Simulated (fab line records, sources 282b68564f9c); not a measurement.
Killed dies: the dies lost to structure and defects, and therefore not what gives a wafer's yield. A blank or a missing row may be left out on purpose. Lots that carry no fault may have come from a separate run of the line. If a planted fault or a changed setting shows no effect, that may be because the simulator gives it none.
fab line records	flow rit_cmos
record: lots: 13	wafers: 39	last_day: 7
route steps=202 shown PRETRO@73 SPACER@128 M1@202
lots with no fault: from the same line, run without faults
start_h: start of the lot's first displayed wafer, in hours after the record's first day	wait_h: time in hours since the lot's previous step	" the same as in the row above	L1.1+2: one row covering several wafers at once	- either no value or no given start	* or withheld: withheld	< > ~ a bound
route shown NAME@n: NAME is a module with steps in the file, n the number in the route of the first one	usual: mean/standard deviation of fault-free wafers	same: alike in all rows	chamber/n: place in a boat	sites: the reading at each site	_std_site: their standard deviation	_edge_site: inner sites' mean taken away from outer sites' mean	radius_mm: how far each site lies from the wafer's centre	mask NAME#n: copy n	behind: the last tool/chamber to shape the wafer	hold: cause of the lot's hold/its duration in hours/its outcome	device: the transistor (n, p or np) that didn't switch	end of line: tests run on the same wafers once the route is complete	a step given without rows: its recipe and nothing more	killed: dies lost to structure and defects at the first sort, not the wafer's yield	map: dies across one wafer; x = killed, . = not, _ = none there
set.NAME: the setting the step ran with; set.NAME@STEP: the setting that earlier step ran with	model.NAME: the simulator's own value behind a step, which no gauge read
route steps across a sampled set of lots; one table per step, one row per wafer
services: when a tool's chamber went out of use (start_h, in hours from the record's first day, below 0 if earlier), for how many hours, and the reason
== steps ==
step: RIT_PRETRO_STRIP_09
recipe: chemistry: O2	time_s: 180	resist: NOVOLAK	platen_temp_c: withheld	power_w: 500	pressure_mtorr: 4000	o2_flow_sccm: 4000
usual: drypump_motor_current_A: 5.7/0.45
lot.wafer	tool	chamber	start_h	wait_h	drypump_motor_current_A	rf_hours_counter_h
L589.1	plasma_asher-03	0	36.91	0.1	5.9	26
L589.4	"	1	"	"	6.2	-
L589.5	"	1	"	"	6.2	-
L590.1	plasma_asher-03	1	42.97	0.1	6.1	26
L590.4	"	1	"	"	6.2	-
L590.6	"	1	"	"	6.2	-
L591.2	plasma_asher-01	1	46.56	0.1	5.3	40
L591.3	"	0	"	"	5.1	-
L591.4	"	1	"	"	5.3	-
L593.1	plasma_asher-01	0	57.21	0.1	5.1	41
L593.2	"	1	"	"	5.3	41
L593.3	"	1	"	"	5.3	-
L594.1	plasma_asher-03	1	63.06	0.1	6.1	28
L594.4	"	1	"	"	6.1	-
L594.5	"	0	"	"	5.9	-
L595.1	plasma_asher-01	0	67.46	0.1	5.1	42
L595.2	"	1	"	"	5.3	42
L595.5	"	0	"	"	5.1	-
L598.1	plasma_asher-01	0	83.34	0.1	5.1	44
L598.3	"	1	"	"	5.3	-
L598.5	"	1	"	"	5.3	-
L599.1	plasma_asher-03	0	88.99	0.1	5.9	31
L599.2	"	1	"	"	6.2	31
L599.6	"	1	"	"	6.1	-
L600.1	plasma_asher-03	0	93.40	0.1	5.9	31
L600.3	"	0	"	"	5.9	-
L600.6	"	0	"	"	5.9	-
L603.3	plasma_asher-03	0	107.26	0.1	5.9	-
L603.5	"	1	"	"	6.2	-
L603.6	"	0	"	"	5.9	-
L607.1	plasma_asher-02	0	128.38	0.1	5.8	48
L607.2	"	1	"	"	4.9	48
L607.4	"	1	"	"	4.9	-
L609.2	plasma_asher-03	1	139.76	0.1	6.2	36
L609.3	"	1	"	"	6.2	-
L609.6	"	0	"	"	5.9	-
L610.1	plasma_asher-03	1	145.10	0.1	6.2	37
L610.3	"	1	"	"	6.1	-
L610.6	"	0	"	"	5.9	-
step: RIT_SPACER_CVD_03
recipe: material: Si3N4	target_thk_nm: 250	temp_c: 810	precursor: SiH2Cl2/NH3	time_s: 3300	pressure_mtorr: 300	sih2cl2_flow_sccm: 60	nh3_flow_sccm: 150
usual: spike_tc_centre_C: 811.6/1.5	spike_tc_load_C: 833/3.9	spike_tc_source_C: 834/3	susceptor_temp_C: 809.9/0.38
lot.wafer	tool	chamber	start_h	wait_h	spike_tc_centre_C	spike_tc_load_C	spike_tc_source_C	susceptor_temp_C
L589.1	lpcvd-02	0	50.08	0.0	811.0	825	835	810.3
L589.4	"	0	"	"	810.6	824	833	810.4
L589.5	"	0	"	"	811.2	822	833	810.5
L590.1	lpcvd-01	1	56.09	0.0	812.7	836	838	810.2
L590.4	"	1	"	"	813.7	837	837	810.1
L590.6	"	1	"	"	813.5	835	839	810.0
L591.2	lpcvd-01	1	58.67	0.0	813.4	836	839	810.3
L591.3	"	1	"	"	814.8	836	835	810.3
L591.4	"	1	"	"	813.4	836	837	810.4
L593.1	lpcvd-01	0	71.19	0.0	811.0	833	836	809.8
L593.2	"	0	"	"	812.8	833	834	810.4
L593.3	"	0	"	"	808.6	832	835	809.7
L594.1	lpcvd-02	1	80.29	0.0	811.5	834	832	809.7
L594.4	"	1	"	"	810.8	833	829	809.2
L594.5	"	1	"	"	809.2	835	832	810.3
L595.1	lpcvd-01	1	81.44	0.9	811.9	836	838	810.5
L595.2	"	1	"	"	814.8	836	837	810.6
L595.5	"	1	"	"	812.7	835	837	810.3
L598.1	lpcvd-01	1	98.89	0.6	814.3	836	836	810.1
L598.3	"	1	"	"	814.0	836	838	809.7
L598.5	"	1	"	"	813.6	835	837	809.5
L599.1	lpcvd-01	0	100.80	0.0	811.2	833	835	810.5
L599.2	"	0	"	"	811.3	833	835	809.8
L599.6	"	0	"	"	812.7	832	835	810.1
L600.1	lpcvd-02	0	108.53	0.0	834.0	850	859	834.6
L600.3	"	0	"	"	835.7	850	861	834.4
L600.6	"	0	"	"	835.4	850	858	834.6
L603.3	lpcvd-01	0	123.19	0.0	811.8	832	833	810.3
L603.5	"	0	"	"	811.8	836	833	810.6
L603.6	"	0	"	"	809.8	834	836	810.3
L607.1	lpcvd-01	0	142.69	0.0	809.7	834	835	809.6
L607.2	"	0	"	"	812.0	835	834	809.8
L607.4	"	0	"	"	810.6	832	835	808.8
L609.2	lpcvd-01	1	154.62	0.0	812.6	837	839	809.6
L609.3	"	1	"	"	811.4	837	838	810.0
L609.6	"	1	"	"	814.1	835	837	809.8
L610.1	lpcvd-01	1	159.28	0.0	811.1	836	839	810.0
L610.3	"	1	"	"	813.8	835	838	810.3
L610.6	"	1	"	"	812.4	835	839	810.5
step: RIT_SPACER_THK_MEAS_04
recipe: reads: Si3N4_of_SPACER_CVD_03
usual: SPACER_NITRIDE_THK: 250.9/2.1
lot.wafer	tool	chamber	start_h	wait_h	hold	SPACER_NITRIDE_THK[nm]
L589.1	film_metro-01	-	52.95	0.0	-	252.8
L589.4	"	-	"	"	-	252.9
L589.5	"	-	"	"	-	249.7
L590.1	film_metro-01	-	58.01	0.0	-	250.3
L590.4	"	-	"	"	-	250.2
L590.6	"	-	"	"	-	248.9
L591.2	film_metro-01	-	60.59	0.0	-	251.5
L591.3	"	-	"	"	-	252.3
L591.4	"	-	"	"	-	251.4
L593.1	film_metro-03	-	73.11	0.0	-	246.9
L593.2	"	-	"	"	-	247.9
L593.3	"	-	"	"	-	248.7
L594.1	film_metro-03	-	82.21	0.0	-	251.5
L594.4	"	-	"	"	-	248.9
L594.5	"	-	"	"	-	248.0
L595.1	film_metro-01	-	83.36	0.0	-	247.6
L595.2	"	-	"	"	-	250.2
L595.5	"	-	"	"	-	249.0
L598.1	film_metro-04	-	100.80	0.0	-	246.6
L598.3	"	-	"	"	-	247.7
L598.5	"	-	"	"	-	248.9
L599.1	film_metro-04	-	102.72	0.0	-	250.4
L599.2	"	-	"	"	-	249.2
L599.6	"	-	"	"	-	249.6
L600.1	film_metro-01	-	110.45	0.0	await_dispo/0.2h/release	388.4
L600.3	"	-	"	"	await_dispo/0.2h/release	388.5
L600.6	"	-	"	"	await_dispo/0.2h/release	387.1
L600.1	film_metro-01	-	110.68	0.2	-	388.3
L600.3	"	-	"	"	-	388.3
L600.6	"	-	"	"	-	387.8
L603.3	film_metro-03	-	125.13	0.0	-	249.1
L603.5	"	-	"	"	-	248.8
L603.6	"	-	"	"	-	247.0
L607.1	film_metro-03	-	144.60	0.0	-	253.1
L607.2	"	-	"	"	-	253.2
L607.4	"	-	"	"	-	252.7
L609.2	film_metro-01	-	156.55	0.0	-	252.9
L609.3	"	-	"	"	-	252.6
L609.6	"	-	"	"	-	252.8
L610.1	film_metro-01	-	161.19	0.0	-	249.9
L610.3	"	-	"	"	-	250.4
L610.6	"	-	"	"	-	250.8
step: RIT_M1_PROBE_99
usual: defect_limited_yield: 97.2/1.2	killed_at_M0_to_M3: 0.0/0.14	killed_at_front_end: 7/3.2	killed_dies: 7/3.2	killed_open: 3.6/1.9	killed_short: 3.6/2	sort_bin_3_pad_short: 0.1/0.22	sort_bin_5_function: 1.6/0.93	sort_bin_6_memory: 1.0/0.66	sort_n_pass: 257/3.2	sort_yield_pct: 97.2/1.2
same: gross_dies: 264	killed_at_M4_up: 0	killed_at_back_side: 0	killed_at_contacts: 0	killed_at_other: 0
lot.wafer	tool	chamber	start_h	wait_h	defect_limited_yield[%]	killed_at_M0_to_M3	killed_at_front_end	killed_dies	killed_open	killed_short	sort_bin_3_pad_short[%]	sort_bin_5_function[%]	sort_bin_6_memory[%]	sort_n_pass	sort_yield_pct[%]
L590.1	prober-02	-	69.26	0.1	98.1	0	5	5	3	1	0	1.1	0.8	259	98.1
L590.4	prober-02	-	69.41	0.2	95.8	0	11	11	4	6	0.4	1.9	1.9	253	95.8
L590.6	prober-02	-	69.51	0.2	97.3	0	7	7	4	3	0	0.8	1.9	257	97.3
L593.1	prober-01	-	84.08	0.1	98.9	0	3	3	2	1	0	0	1.1	261	98.9
L593.2	prober-01	-	84.13	0.1	97.7	0	6	6	3	3	0	0.4	1.9	258	97.7
L593.3	prober-01	-	84.18	0.2	95.8	0	11	11	6	5	0.4	2.7	1.1	253	95.8
L594.1	prober-02	-	93.29	0.1	96.6	0	9	9	3	6	0.4	1.5	1.5	255	96.6
L594.4	prober-02	-	93.44	0.2	97.3	0	7	7	3	4	0	1.9	0.8	257	97.3
L594.5	prober-02	-	93.49	0.2	97.7	0	6	6	2	4	0	1.5	0.8	258	97.7
L595.1	prober-01	-	94.79	0.1	97.0	0	8	8	3	5	0	1.9	1.1	256	97.0
L595.2	prober-01	-	94.84	0.1	96.6	0	9	9	7	2	0	2.3	1.1	255	96.6
L595.5	prober-01	-	94.99	0.2	97.3	0	7	7	3	4	0	1.5	1.1	257	97.3
L599.2	prober-02	-	113.73	0.1	98.1	0	5	5	4	1	0	0.4	1.5	259	98.1
L599.6	prober-02	-	113.93	0.2	99.2	0	2	2	1	1	0	0	0.8	262	99.2
killed by level:class
L590.1 GATE:geometric_particle:open=2 FOX1:geometric_particle:open=1 SILICIDE:geometric_particle:short=1 PSD:coat_microbubble_printed=1
L590.4 GATE:geometric_particle:short=3 GATE:geometric_particle:open=2 FOX1:geometric_particle:open=1 REOX:geometric_particle:open=1 REOX:geometric_particle:short=1 SPACER:geometric_particle:short=1 SILICIDE:geometric_particle:short=1 PSD:coat_microbubble_printed=1
L590.6 GATE:geometric_particle:open=3 GATE:geometric_particle:short=1 REOX:geometric_particle:open=1 REOX:geometric_particle:short=1 SPACER:geometric_particle:short=1
L593.1 FOX1:geometric_particle:open=1 FOX2:geometric_particle:short=1 SILICIDE:geometric_particle:open=1
L593.2 GATE:geometric_particle:short=2 GATE:geometric_particle:open=2 FOX1:geometric_particle:short=1 REOX:geometric_particle:open=1
L593.3 GATE:geometric_particle:open=4 GATE:geometric_particle:short=4 SILICIDE:geometric_particle:open=2 SILICIDE:geometric_particle:short=1
L594.1 GATE:geometric_particle:short=2 SPACER:geometric_particle:short=2 FOX2:geometric_particle:open=1 FOX2:geometric_particle:short=1 GATE:geometric_particle:open=1 REOX:geometric_particle:short=1 REOX:geometric_particle:open=1
L594.4 FOX2:geometric_particle:open=1 GATE:geometric_particle:open=1 GATE:geometric_particle:short=1 REOX:geometric_particle:short=1 REOX:geometric_particle:open=1 SPACER:geometric_particle:short=1 SILICIDE:geometric_particle:short=1
L594.5 GATE:geometric_particle:short=2 REOX:geometric_particle:short=2 GATE:geometric_particle:open=1 SPACER:geometric_particle:open=1
L595.1 SPACER:geometric_particle:short=2 SILICIDE:geometric_particle:open=2 FOX1:geometric_particle:open=1 FOX1:geometric_particle:short=1 GATE:geometric_particle:short=1 SILICIDE:geometric_particle:short=1
L595.2 FOX1:geometric_particle:open=3 FOX1:geometric_particle:short=1 GATE:geometric_particle:open=1 REOX:geometric_particle:open=1 SPACER:geometric_particle:short=1 SPACER:geometric_particle:open=1 SILICIDE:geometric_particle:open=1
L595.5 SILICIDE:geometric_particle:short=3 SILICIDE:geometric_particle:open=2 GATE:geometric_particle:short=1 GATE:geometric_particle:open=1
L599.2 REOX:geometric_particle:open=2 FOX1:geometric_particle:open=1 GATE:geometric_particle:open=1 GATE:geometric_particle:short=1
L599.6 GATE:geometric_particle:short=1 SILICIDE:geometric_particle:open=1
== services ==
tool	chamber	start_h	hours	kind
plasma_asher-01	-	71.10	1.1	repair
== key ==
first_sign: step: RIT_SPACER_CVD_03	reading: susceptor_temp_C	direction: up	sigmas: 64	usual: *	struck: *
effect: step: RIT_SPACER_CVD_03	reading: spike_tc_centre_C	direction: up	sigmas: 16	usual: 811.6	struck: 835.0
effect: step: RIT_SPACER_THK_MEAS_04	reading: visit	direction: added
effect: step: RIT_SPACER_THK_MEAS_04	reading: SPACER_NITRIDE_THK	direction: up	sigmas: 66	usual: 250.9	struck: 388.0
met_at RIT_SPACER_CVD_03
struck_lots L600
struck_wafers L600.1,L600.3,L600.6
scrapped_behind RIT_SPACER_THK_MEAS_04 L600.1,L600.3,L600.6
not_acting_at RIT_PRETRO_STRIP_09
onset_between 50.08 108.53
fault: kind: process_parameter_drift	tool: lpcvd-02	chamber: 0	onset_h: 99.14	steps: RIT_SPACER_CVD_03	channel: temp_c	offset: *	shape: step	end_h: 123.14	acts_in: *	stated: *
